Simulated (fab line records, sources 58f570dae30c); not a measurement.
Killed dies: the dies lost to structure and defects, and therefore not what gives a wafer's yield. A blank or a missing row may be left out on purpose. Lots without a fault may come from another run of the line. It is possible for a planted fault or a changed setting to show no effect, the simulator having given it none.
fab line records    flow berkeleyCmos170
record lots=7  wafers=21  lastDay=12
route steps=331 shown ACTIVE@60
lots that met no fault: from a run of the same line without faults
startH: hours from the record's first day to the start of the lot's first wafer shown    waitH: hours from the lot's prior step to this one    " as in the row above    L1.1+2: several wafers, shown together as one row    - either no value or no given start    * or withheld: withheld    < > ~ a bound
route shown NAME@n: NAME is a module with steps in the file, n the number in the route of the first one    usual: mean/standard deviation taken from wafers without a fault    same: alike in all rows    chamber/n: place in a boat    sites: each site's reading    _std_site: how widely they spread, as a standard deviation    _edge_site: inner sites' mean taken away from outer sites' mean    radiusMm: how far each site lies from the wafer's centre    mask NAME#n: copy n    behind: the last tool/chamber to shape the wafer    hold: why the lot went on hold/how many hours it stayed there/how the hold came to an end    device: names the non-switching transistor (n, p or np)    end of line: tests run on the same wafers once the route is complete    a step given without rows: its recipe and nothing more    killed: dies that structure and defects cost at the first sort, which is not the same as the wafer's yield    map: a wafer's dies, x killed, . not, _ none there
set.NAME: the run value of the setting; set.NAME@STEP: its run value at that earlier step    model.NAME: the simulator's own value behind a step, which no gauge read
certain route steps with their lots: each step a table, each wafer a row
## steps
# step UCB170_ACTIVE_CLEAN_00
# recipe chemistry=SPM  tempC=120  timeS=600
# step UCB170_ACTIVE_CLEAN_01
# recipe chemistry=dHF  dilution=25:1  timeS=60
# step UCB170_ACTIVE_OXIDATION_02
# recipe tempC=1000  ambient=O2  targetThkA=264  oxTimeS=1260
# step UCB170_ACTIVE_THK_MEAS_03
# recipe reads=SiO2_of_ACTIVE_OXIDATION_02
# usual ACTIVE_OXIDE_THK=26.3/0.43
lot.wafer  tool          chamber  startH  waitH  ACTIVE_OXIDE_THK[nm]
L869.1     filmMetro-04  -        76.82   0.0    26.7
L869.3     "             -        "       "      27.1
L869.6     "             -        "       "      26.5
L875.1     filmMetro-01  -        105.64  0.0    26.6
L875.3     "             -        "       "      26.6
L875.5     "             -        "       "      27.4
L880.1     filmMetro-01  -        129.46  0.0    25.9
L880.2     "             -        "       "      25.6
L880.4     "             -        "       "      26.2
L881.1     filmMetro-04  -        134.17  0.0    26.5
L881.2     "             -        "       "      26.5
L881.3     "             -        "       "      26.4
L883.2     filmMetro-04  -        141.14  0.0    26.2
L883.4     "             -        "       "      26.3
L883.5     "             -        "       "      26.2
L889.3     filmMetro-01  -        170.48  0.0    26.8
L889.4     "             -        "       "      27.0
L889.6     "             -        "       "      26.7
L891.2     filmMetro-04  -        181.97  0.0    25.3
L891.4     "             -        "       "      25.1
L891.5     "             -        "       "      25.1
# step UCB170_ACTIVE_ANNEAL_04
# recipe tempC=1000  timeS=900  ambient=N2
# step UCB170_ACTIVE_CVD_05
# recipe material=Si3N4  targetThkNm=220  tempC=800  precursor=SiH2Cl2/NH3  timeS=3300  pressureMtorr=200  sih2cl2FlowSccm=25  nh3FlowSccm=75
# step UCB170_ACTIVE_THK_MEAS_06
# recipe reads=Si3N4_of_ACTIVE_CVD_05
# usual ACTIVE_NITRIDE_THK=219.5/1.5
lot.wafer  tool          chamber  startH  waitH  ACTIVE_NITRIDE_THK[nm]
L869.1     filmMetro-02  -        83.54   0.0    218.4
L869.3     "             -        "       "      218.7
L869.6     "             -        "       "      217.1
L875.1     filmMetro-02  -        113.14  0.0    218.6
L875.3     "             -        "       "      219.3
L875.5     "             -        "       "      218.6
L880.1     filmMetro-04  -        134.74  0.0    219.1
L880.2     "             -        "       "      220.7
L880.4     "             -        "       "      221.8
L881.1     filmMetro-01  -        140.21  0.0    221.4
L881.2     "             -        "       "      219.6
L881.3     "             -        "       "      220.7
L883.2     filmMetro-04  -        148.41  0.0    217.9
L883.4     "             -        "       "      216.9
L883.5     "             -        "       "      219.6
L889.3     filmMetro-04  -        176.53  0.0    216.5
L889.4     "             -        "       "      217.8
L889.6     "             -        "       "      216.4
L891.2     filmMetro-02  -        188.77  0.0    219.0
L891.4     "             -        "       "      217.2
L891.5     "             -        "       "      218.6
# step UCB170_ACTIVE_HMDS_07
# recipe primeTimeS=60  primeTempC=100
# step UCB170_ACTIVE_COAT_08
# recipe resist=KrF  spinRpm=1500  resistThkNm=900
# step UCB170_ACTIVE_SOFTBAKE_09
# recipe resist=KrF  tempC=130  timeS=60
# step UCB170_ACTIVE_EXPOSE_10
# recipe maskId=ACTIVE  targetCdNm=1200  na=0.5  sigmaOuter=0.6  sourceShape=conventional  doseMj=20
# step UCB170_ACTIVE_PEB_11
# recipe pebTempC=130  pebTimeS=withheld  resist=KrF
# step UCB170_ACTIVE_DEVELOP_12
# recipe developer=TMAH  developTimeS=45  resist=KrF  devTempC=21
# usual chillPlateTempC=22.98/0.11  developTimeS=45/0
lot.wafer  tool           chamber  startH  waitH  chillPlateTempC  developTimeS  model.KrF_of_ACTIVE_COAT_08.thkNm
L869.1     lithoTrack-01  0        84      -      23.31            45            887.8
L869.3     "              0        "       "      23.06            45            884.9
L869.6     "              0        "       "      23.05            45            888.2
L875.1     lithoTrack-03  0        114     -      23.03            45            881.7
L875.3     "              0        "       "      22.81            45            885.8
L875.5     "              0        "       "      22.95            45            885.3
L880.1     lithoTrack-01  -        135     -      -                -             895.1
L880.2     "              -        "       "      -                -             898.2
L880.4     "              -        "       "      -                -             898
L881.1     lithoTrack-03  -        141     -      -                -             898.7
L881.2     "              -        "       "      -                -             896.8
L881.3     "              -        "       "      -                -             896.1
L883.2     lithoTrack-02  -        149     -      -                -             897.5
L883.4     "              -        "       "      -                -             898.4
L883.5     "              -        "       "      -                -             900.9
L889.3     lithoTrack-03  0        177     -      22.93            45            888.2
L889.4     "              0        "       "      23.00            45            885.9
L889.6     "              0        "       "      22.98            45            885.5
L891.2     lithoTrack-01  0        189     -      22.89            45            888.6
L891.4     "              0        "       "      22.81            45            889.8
L891.5     "              0        "       "      22.86            45            891.8
# step UCB170_ACTIVE_CD_MEAS_13
# recipe targetCdNm=1200
# usual cdNm=1199.8/1.2
lot.wafer  tool      chamber  startH  waitH  cdNm
L869.1     cdSem-02  -        84.65   -      1199.8
L869.3     "         -        "       "      1200.5
L869.6     "         -        "       "      1201.2
L875.1     cdSem-02  -        114.45  -      1201.1
L875.3     "         -        "       "      1201.2
L875.5     "         -        "       "      1201.6
L880.1     cdSem-02  -        135.64  -      -
L880.2     "         -        "       "      -
L880.4     "         -        "       "      -
L881.1     cdSem-02  -        141.72  -      -
L881.2     "         -        "       "      -
L881.3     "         -        "       "      -
L883.2     cdSem-02  -        149.32  -      -
L883.4     "         -        "       "      -
L883.5     "         -        "       "      -
L889.3     cdSem-01  -        177.58  -      1199.2
L889.4     "         -        "       "      1198.8
L889.6     "         -        "       "      1198.8
L891.2     cdSem-02  -        189.92  -      1200.9
L891.4     "         -        "       "      1201.1
L891.5     "         -        "       "      1200.3
## key
firstSign step=UCB170_ACTIVE_DEVELOP_12  reading=toolRecord  direction=missing
effect none on later readings
modelEffect step=UCB170_ACTIVE_DEVELOP_12  value=KrF_of_ACTIVE_COAT_08.thkNm  without=883.5  struck=897.8
metAt UCB170_ACTIVE_DEVELOP_12
struckWafers L880.1,L880.2,L880.4,L881.1,L881.2,L881.3,L883.2,L883.4,L883.5
laterRowsLeftOut L880.1,L880.2,L880.4,L881.1,L881.2,L881.3,L883.2,L883.4,L883.5
sortLeftOut L880.1,L880.2,L880.4,L881.1,L881.2,L881.3,L883.2,L883.4,L883.5
testerLeftOut L880,L881,L883
onsetBetween 114 135
fault kind=skippedStepWhole  tool=lithoTrack-01,lithoTrack-02,lithoTrack-03  chamber=-  onsetH=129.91  steps=UCB170_ACTIVE_DEVELOP_12  scope=struckLotsOnly
# testerLeftOut: of these lots the tester's yield and bins aren't shown, on N5 and GAA mostly nor the transistor test; their killed dies are dies lost to structure and defects alone, not to doping, threshold or leakage, so they don't give the yield
# sortLeftOut: the simulated sort isn't trusted on such a fault, so these wafers' sort isn't shown, and their yield isn't known
# laterRowsLeftOut: the simulator's readings of these wafers behind a module that went badly wrong aren't trusted and aren't shown, but for the sort
